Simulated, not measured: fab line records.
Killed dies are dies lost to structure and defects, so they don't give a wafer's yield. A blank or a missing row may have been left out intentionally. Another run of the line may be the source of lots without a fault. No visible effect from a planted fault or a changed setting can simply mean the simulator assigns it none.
fab line records -- flow ritCmos
[record] lots = 7, wafers = 21, lastDay = 7
route steps=202 shown NRETRO@60 PRETRO@64 M1@202
lots that met no fault: from a run of the same line without faults
startH: the number of hours between the record's first day and the start of the first shown wafer of the lot -- waitH: hours elapsed since this lot's preceding step -- " repeats the value in the row above -- L1.1+2: a single row standing in for several wafers -- - no value, or no start was given -- * or withheld: withheld -- < > ~ a bound
route shown NAME@n: NAME is a module with steps in the file, n the number in the route of the first one -- usual: mean/standard deviation taken from wafers without a fault -- same: alike in all rows -- chamber/n: place in a boat -- sites: the reading at each site -- _std_site: the values' standard deviation -- _edge_site: mean of outer sites minus mean of inner sites -- radiusMm: how far each site lies from the wafer's centre -- mask NAME#n: copy n -- behind: the tool/chamber that last shaped the wafer -- hold: the reason the lot was held/the length of the hold in hours/how it ended -- device: the n, p or np transistor that did not switch -- end of line: tests run on the same wafers once the route is complete -- a step given without rows: its recipe and nothing more -- killed: count of dies lost to structure and defects at first sort (not the wafer's yield) -- map: dies across one wafer; x = killed, . = not, _ = none there
set.NAME: the setting as run; set.NAME@STEP: as run at that earlier step -- model.NAME: the simulator's own value behind a step, which no gauge read
a table for each step, a row for each wafer; lots at some steps of the route
services: the hour from which a tool's chamber was out of use, counted from the record's first day as startH (under 0 if before that day), plus the number of hours and why
[[steps]]
[step RIT_NRETRO_HARDBAKE_07]
[recipe] resist = NOVOLAK, tempC = 140, timeS = 120
[step RIT_NRETRO_IMPLANT_08]
[recipe] species = P, energyKev = 70, doseCm2 = 1e+13, tiltDeg = 7
[step RIT_NRETRO_STRIP_09]
[recipe] chemistry = O2, timeS = 180, resist = NOVOLAK, platenTempC = withheld, powerW = 500, pressureMtorr = 4000, o2FlowSccm = 4000
[usual] drypumpMotorCurrentA = 6.0/0.47, rfReflPowerW = 6.2/0.92
lot.wafer,tool,chamber,startH,waitH,drypumpMotorCurrentA,rfHoursCounterH,rfReflPowerW
L185.1,plasmaAsher-04,1,68.88,0.1,6.7,28,7.1
L185.2,plasmaAsher-04,0,68.88,0.1,6.4,28,6.2
L185.6,plasmaAsher-04,0,68.88,0.1,6.4,-,6.5
L188.1,plasmaAsher-04,1,82.54,0.1,6.7,30,7.2
L188.4,plasmaAsher-04,1,82.54,0.1,6.7,-,7.2
L188.6,plasmaAsher-04,0,82.54,0.1,6.4,-,6.3
L189.1,plasmaAsher-04,1,90.56,0.1,6.7,31,6.9
L189.2,plasmaAsher-04,0,90.56,0.1,6.4,31,6.5
L189.5,plasmaAsher-04,1,90.56,0.1,6.7,-,6.8
L190.1,plasmaAsher-02,1,94.95,0.1,5.4,47,6.5
L190.3,plasmaAsher-02,1,94.95,0.1,5.3,-,6.6
L190.4,plasmaAsher-02,0,94.95,0.1,5.8,-,4.6
L191.1,plasmaAsher-02,1,98.38,0.1,5.4,48,6.4
L191.3,plasmaAsher-02,1,98.38,0.1,5.4,-,6.6
L191.4,plasmaAsher-02,0,98.38,0.1,5.8,-,4.4
L198.1,plasmaAsher-01,1,131.30,0.1,5.8,1,6.5
L198.2,plasmaAsher-01,0,131.30,0.1,5.9,1,5.3
L198.5,plasmaAsher-01,0,131.30,0.1,5.9,-,5.5
L199.2,plasmaAsher-02,1,142.98,0.1,5.4,53,6.8
L199.3,plasmaAsher-02,0,142.98,0.1,5.8,-,4.6
L199.5,plasmaAsher-02,0,142.98,0.1,5.8,-,4.6
[step RIT_NRETRO_TW_MEAS_10]
[usual] NRETRO_TW = 1049/4.9
lot.wafer,tool,chamber,startH,waitH,NRETRO_TW
L185.1,filmMetro-03,-,69.09,0.1,1054
L185.2,filmMetro-03,-,69.09,0.1,1059
L185.6,filmMetro-03,-,69.09,0.1,1056
L188.1,filmMetro-04,-,82.71,0.1,1040
L188.4,filmMetro-04,-,82.71,0.1,1046
L188.6,filmMetro-04,-,82.71,0.1,1044
L189.1,filmMetro-04,-,90.74,0.1,1038
L189.2,filmMetro-04,-,90.74,0.1,1044
L189.5,filmMetro-04,-,90.74,0.1,1043
L190.1,filmMetro-03,-,95.15,0.1,1049
L190.3,filmMetro-03,-,95.15,0.1,1041
L190.4,filmMetro-03,-,95.15,0.1,1050
L191.1,filmMetro-03,-,98.56,0.1,1046
L191.3,filmMetro-03,-,98.56,0.1,1053
L191.4,filmMetro-03,-,98.56,0.1,1050
L198.1,filmMetro-03,-,131.47,0.1,1049
L198.2,filmMetro-03,-,131.47,0.1,1054
L198.5,filmMetro-03,-,131.47,0.1,1046
L199.2,filmMetro-03,-,143.17,0.1,1053
L199.3,filmMetro-03,-,143.17,0.1,1048
L199.5,filmMetro-03,-,143.17,0.1,1055
[step RIT_PRETRO_HMDS_00]
[recipe] primeTimeS = 60, primeTempC = 140
[step RIT_PRETRO_COAT_01]
[recipe] resist = NOVOLAK, spinRpm = 2000, resistThkNm = 1300
[step RIT_PRETRO_SOFTBAKE_02]
[recipe] resist = NOVOLAK, tempC = 90, timeS = 60
[step RIT_PRETRO_EXPOSE_03]
[recipe] maskId = M5, na = 0.57, targetCdNm = 43700, doseMj = 250
[step RIT_PRETRO_PEB_04]
[recipe] resist = NOVOLAK, tempC = withheld, timeS = withheld
[step RIT_PRETRO_DEVELOP_05]
[recipe] resist = NOVOLAK, developTimeS = 68, devTempC = 23
[step RIT_PRETRO_OVL_MEAS_06]
[usual] PRETRO_OVL = -0.1/1.4
lot.wafer,tool,chamber,startH,waitH,PRETRO_OVL[nm]
L185.1,overlay-01,-,70.21,-,2.1
L185.2,overlay-01,-,70.21,-,2.3
L185.6,overlay-01,-,70.21,-,3.3
L188.1,overlay-02,-,83.78,-,0.1
L188.4,overlay-02,-,83.78,-,-0.7
L188.6,overlay-02,-,83.78,-,-0.3
L189.1,overlay-02,-,91.68,-,1.6
L189.2,overlay-02,-,91.68,-,0.2
L189.5,overlay-02,-,91.68,-,0.4
L190.1,overlay-02,-,96.09,-,-0.5
L190.3,overlay-02,-,96.09,-,-0.5
L190.4,overlay-02,-,96.09,-,-0.3
L191.1,overlay-01,-,99.50,-,-0.5
L191.3,overlay-01,-,99.50,-,0.5
L191.4,overlay-01,-,99.50,-,-1.6
L198.1,overlay-02,-,132.64,-,0.4
L198.2,overlay-02,-,132.64,-,1.2
L198.5,overlay-02,-,132.64,-,1.6
L199.2,overlay-01,-,144.23,-,-0.5
L199.3,overlay-01,-,144.23,-,0.7
L199.5,overlay-01,-,144.23,-,0.4
[step RIT_PRETRO_HARDBAKE_07]
[recipe] resist = NOVOLAK, tempC = 140, timeS = 120
[step RIT_PRETRO_IMPLANT_08]
[recipe] species = B, energyKev = 45, doseCm2 = 1.2e+13, tiltDeg = 7
[usual] beamEnergyKeV = 45.001/0.015, doseIonsCm2 = 1.2001e+13/1.2e+10, faradayCurrentUA = 38.1/0.78
lot.wafer,tool,chamber,startH,waitH,beamEnergyKeV,doseIonsCm2,faradayCurrentUA
L185.1,implanter-02,0,70.50,0.2,44.993,1.1998e+13,39.0
L185.2,implanter-02,0,70.50,0.2,44.988,1.2004e+13,39.6
L185.6,implanter-02,0,70.50,0.2,45.004,1.2003e+13,36.7
L188.1,implanter-03,0,84.06,0.2,45.010,1.2004e+13,40.0
L188.4,implanter-03,0,84.06,0.2,45.007,1.2009e+13,37.1
L188.6,implanter-03,0,84.06,0.2,44.991,1.2009e+13,37.8
L189.1,implanter-02,0,91.96,0.2,44.998,1.2394e+13,40.5
L189.2,implanter-02,0,91.96,0.2,44.989,1.2411e+13,39.8
L189.5,implanter-02,0,91.96,0.2,44.974,1.2409e+13,38.9
L190.1,implanter-02,0,96.37,0.2,45.034,1.2414e+13,39.9
L190.3,implanter-02,0,96.37,0.2,45.010,1.2413e+13,39.6
L190.4,implanter-02,0,96.37,0.2,45.018,1.2397e+13,38.3
L191.1,implanter-02,0,99.88,0.2,44.999,1.2386e+13,40.2
L191.3,implanter-02,0,99.88,0.2,44.990,1.2425e+13,39.4
L191.4,implanter-02,0,99.88,0.2,45.006,1.2406e+13,40.0
L198.1,implanter-03,0,132.92,0.2,44.997,1.1991e+13,38.9
L198.2,implanter-03,0,132.92,0.2,44.992,1.1998e+13,38.5
L198.5,implanter-03,0,132.92,0.2,45.012,1.2023e+13,38.2
L199.2,implanter-03,0,144.53,0.2,45.010,1.201e+13,38.0
L199.3,implanter-03,0,144.53,0.2,44.985,1.2004e+13,37.9
L199.5,implanter-03,0,144.53,0.2,44.988,1.2018e+13,38.0
[step RIT_PRETRO_STRIP_09]
[recipe] chemistry = O2, timeS = 180, resist = NOVOLAK, platenTempC = withheld, powerW = 500, pressureMtorr = 4000, o2FlowSccm = 4000
[usual] drypumpMotorCurrentA = 6.0/0.48, rfReflPowerW = 6.7/1.6
lot.wafer,tool,chamber,startH,waitH,drypumpMotorCurrentA,rfHoursCounterH,rfReflPowerW
L185.1,plasmaAsher-03,0,70.65,0.1,5.9,39,10.1
L185.2,plasmaAsher-03,1,70.65,0.1,5.5,39,5.3
L185.6,plasmaAsher-03,0,70.65,0.1,5.9,-,9.8
L188.1,plasmaAsher-02,0,84.21,0.1,5.8,45,4.5
L188.4,plasmaAsher-02,0,84.21,0.1,5.8,-,4.7
L188.6,plasmaAsher-02,1,84.21,0.1,5.4,-,6.7
L189.1,plasmaAsher-02,1,92.11,0.1,5.3,47,6.6
L189.2,plasmaAsher-02,0,92.11,0.1,5.8,47,4.4
L189.5,plasmaAsher-02,1,92.11,0.1,5.4,-,6.7
L190.1,plasmaAsher-02,0,96.52,0.1,5.8,47,4.8
L190.3,plasmaAsher-02,1,96.52,0.1,5.4,-,6.3
L190.4,plasmaAsher-02,0,96.52,0.1,5.8,-,4.7
L191.1,plasmaAsher-03,1,100.03,0.1,5.4,44,5.5
L191.3,plasmaAsher-03,0,100.03,0.1,5.9,-,9.9
L191.4,plasmaAsher-03,1,100.03,0.1,5.4,-,5.7
L198.1,plasmaAsher-02,1,133.07,0.1,5.4,52,6.7
L198.2,plasmaAsher-02,0,133.07,0.1,5.8,52,4.5
L198.5,plasmaAsher-02,1,133.07,0.1,5.4,-,6.6
L199.2,plasmaAsher-04,1,144.66,0.1,6.7,38,7.4
L199.3,plasmaAsher-04,0,144.66,0.1,6.4,-,6.5
L199.5,plasmaAsher-04,1,144.66,0.1,6.7,-,7.3
[step RIT_M1_PROBE_99]
[usual] killedAtContacts = 0.0/0.2, killedAtFrontEnd = 7.3/2.8, killedDies = 7.3/2.8, killedOpen = 3.8/1.9, killedShort = 3.5/1.8
[same] grossDies = 264, killed_at_M0_to_M3 = 0, killed_at_M4_up = 0, killedAtBackSide = 0, killedAtOther = 0
lot.wafer,tool,chamber,startH,waitH,killedAtContacts,killedAtFrontEnd,killedDies,killedOpen,killedShort
L188.1,prober-01,-,114.26,0.1,0,5,5,3,2
L188.4,prober-01,-,114.41,0.2,0,7,7,3,4
L188.6,prober-01,-,114.51,0.2,0,10,10,2,8
L189.1,prober-02,-,118.82,0.1,0,9,9,4,5
L189.2,prober-02,-,118.87,0.1,0,5,5,3,2
L189.5,prober-02,-,119.02,0.2,0,8,8,2,6
L198.1,prober-01,-,160.87,0.1,1,4,5,1,4
L198.2,prober-01,-,160.92,0.1,0,7,7,4,3
L198.5,prober-01,-,161.07,0.2,1,8,9,6,3
L199.2,prober-02,-,172.40,0.1,0,5,5,5,0
L199.3,prober-02,-,172.45,0.2,0,6,6,1,5
L199.5,prober-02,-,172.55,0.2,0,5,5,3,2
// killed by level:class
L188.1 GATE:geometricParticle:short=1 REOX:geometricParticle:open=1 SPACER:geometricParticle:open=1 SILICIDE:geometricParticle:short=1 SILICIDE:geometricParticle:open=1
L188.4 GATE:geometricParticle:short=3 SPACER:geometricParticle:open=1 GATE:geometricParticle:open=1 REOX:geometricParticle:open=1 SILICIDE:geometricParticle:short=1
L188.6 FOX2:geometricParticle:short=3 GATE:geometricParticle:short=3 SILICIDE:geometricParticle:short=2 GATE:geometricParticle:open=1 SILICIDE:geometricParticle:open=1
L189.1 SILICIDE:geometricParticle:short=3 GATE:geometricParticle:short=2 FOX1:geometricParticle:open=1 GATE:geometricParticle:open=1 REOX:geometricParticle:open=1 SILICIDE:geometricParticle:open=1
L189.2 GATE:geometricParticle:open=2 GATE:geometricParticle:short=1 SPACER:geometricParticle:short=1 SILICIDE:geometricParticle:open=1
L189.5 GATE:geometricParticle:short=2 REOX:geometricParticle:short=2 GATE:geometricParticle:open=1 REOX:geometricParticle:open=1 SPACER:geometricParticle:short=1 SILICIDE:geometricParticle:short=1
L198.1 GATE:geometricParticle:short=2 SILICIDE:geometricParticle:short=1 SILICIDE:geometricParticle:open=1 CONTACT:geometricParticle:short=1
L198.2 GATE:geometricParticle:open=2 FOX1:geometricParticle:open=1 GATE:geometricParticle:short=1 REOX:geometricParticle:open=1 SPACER:geometricParticle:short=1 SILICIDE:geometricParticle:short=1
L198.5 GATE:geometricParticle:open=5 FOX2:geometricParticle:short=1 GATE:geometricParticle:short=1 REOX:geometricParticle:short=1 CONTACT:geometricParticle:open=1
L199.2 SILICIDE:geometricParticle:open=4 GATE:geometricParticle:open=1
L199.3 GATE:geometricParticle:short=4 FOX2:geometricParticle:short=1 GATE:geometricParticle:open=1
L199.5 REOX:geometricParticle:open=2 FOX1:geometricParticle:short=1 FOX1:geometricParticle:open=1 GATE:geometricParticle:short=1
[[services]]
tool,chamber,startH,hours,kind
implanter-02,-,79.65,3.0,pm
plasmaAsher-01,-,83.33,28.1,pm
implanter-03,-,90.35,1.7,repair
plasmaAsher-01,-,111.44,9.0,pm
plasmaAsher-01,0,111.44,9.0,ventCycle
plasmaAsher-01,1,111.44,9.0,ventCycle
plasmaAsher-01,-,113.25,4.2,repair
plasmaAsher-01,0,120.44,-,clean
plasmaAsher-01,1,120.44,-,clean
[[key]]
[firstSign] step = RIT_PRETRO_IMPLANT_08, reading = doseIonsCm2, direction = up, sigmas = 33, usual = 1.2001e+13, struck = 1.2406e+13
[effect] step = RIT_PRETRO_IMPLANT_08, reading = faradayCurrentUA, direction = up, sigmas = 1.9, usual = 38.1, struck = 39.6
metAt RIT_PRETRO_IMPLANT_08
struckWafers L189.1,L189.2,L189.5,L190.1,L190.3,L190.4,L191.1,L191.3,L191.4
testerLeftOut L189,L190,L191
onsetBetween 70.50 91.96
[fault] kind = processParameterDrift, tool = implanter-02, chamber = -, onsetH = 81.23, steps = RIT_PRETRO_IMPLANT_08, channel = doseCm2, offset = 4.0839e+11, shape = step, endH = 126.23, actsIn = theseRecipesOnly, stated = 1.2e+13
// testerLeftOut: of these lots the tester's yield and bins aren't shown, on N5 and GAA mostly nor the transistor test; their killed dies are dies lost to structure and defects alone, not to doping, threshold or leakage, so they don't give the yield
